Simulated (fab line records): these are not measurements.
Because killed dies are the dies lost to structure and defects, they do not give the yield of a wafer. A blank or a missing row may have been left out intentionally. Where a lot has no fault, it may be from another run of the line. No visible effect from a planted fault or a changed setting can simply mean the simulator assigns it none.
The same fault as seen by 2 desks	flow rit_cmos	each desk has only its own numbers; what lay behind them comes last

== THE METROLOGY DESK ==
What the gauges read, lot by lot, whatever tool the lot ran on: means of the sampled wafers that have a number. Any lot whose mean is over 4 standard deviations away from the usual mean is out of limits and marked OUT; that distance is given in the brackets.
Columns: A = NWELL_TW at RIT_NWELL_TW_MEAS_10, usual 2163; B = NWELL_RS at RIT_WELLDRIVE_RS_MEAS_01, usual 275.5 ohm/sq
lot	first seen here	A	B
L886	day 1 21:22	2151	275.4
L887	day 2 04:01	2165	275.8
L888	day 2 07:46	2163	274.2
L889	day 2 14:28	2174	275.0
L890	day 2 17:06	2158	276.5
L895	day 3 18:43	2172	275.8
L896	day 3 22:58	2023 (-14) OUT	317.2 (+49) OUT
L898	day 4 08:49	2002 (-16) OUT	319.0 (+51) OUT
L905	day 5 20:58	2173	275.7
L906	day 6 01:56	2173	275.1
L908	day 6 10:59	2162	274.4
L909	day 6 17:26	2158	275.3
This desk reports L896, L898 out of limits; the earliest was L896 at day 3 22:58 (NWELL_TW at RIT_NWELL_TW_MEAS_10). Within limits: L886, L887, L888, L889, L890, L895, L905, L906, L908, L909.

== AT THE TOOL OWNER'S DESK: implanter-01 ==
RIT_NWELL_IMPLANT_08, tool's own readings: per-lot mean of the sampled wafers with a number, covering each lot this tool ran. Any lot whose mean is over 4 standard deviations away from the usual mean is out of limits and marked OUT; that distance is given in the brackets.
Columns: A = beam_energy_keV at RIT_NWELL_IMPLANT_08, usual 169.99; B = beam_on_s at RIT_NWELL_IMPLANT_08, usual 9.99 s; C = dose_ions_cm2 at RIT_NWELL_IMPLANT_08, usual 4.999e+13; D = faraday_current_uA at RIT_NWELL_IMPLANT_08, usual 159
lot	first seen here	A	B	C	D
L887	day 2 03:41	170.02	10.12	5.006e+13	157
L888	day 2 07:28	170.03	9.89	4.993e+13	161
L889	day 2 14:08	170.01	10.00	5.002e+13	159
L896	day 3 22:40	170.01	7.77 (-10) OUT	5.003e+13	204 (+13) OUT
L898	day 4 08:31	170.02	8.11 (-8.5) OUT	4.997e+13	195 (+11) OUT
L909	day 6 17:08	170.06	10.08	5.003e+13	157
This desk's verdict: out of limits on L896, L898, starting with L896 at day 3 22:40 (beam_on_s at RIT_NWELL_IMPLANT_08). Within limits: L887, L888, L889, L909.

== BROUGHT TOGETHER ==
An alarm could have come from the tool owner's desk at day 3 22:40, on L896, L898.
Metrology desk: alarm possible at day 3 22:58 on L896, L898.
RIT_NWELL_IMPLANT_08 was run on implanter-01 by each of the lots named.

== WHAT THE SIMULATOR HAD PUT IN ==
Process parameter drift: implanter-01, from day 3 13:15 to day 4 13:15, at RIT_NWELL_IMPLANT_08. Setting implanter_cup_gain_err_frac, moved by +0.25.
Struck lots among those shown: L896, L898.
Counting hours from when the fault started, the first reading out of limits came at 9 for the tool owner's desk and at 10 for the metrology desk.
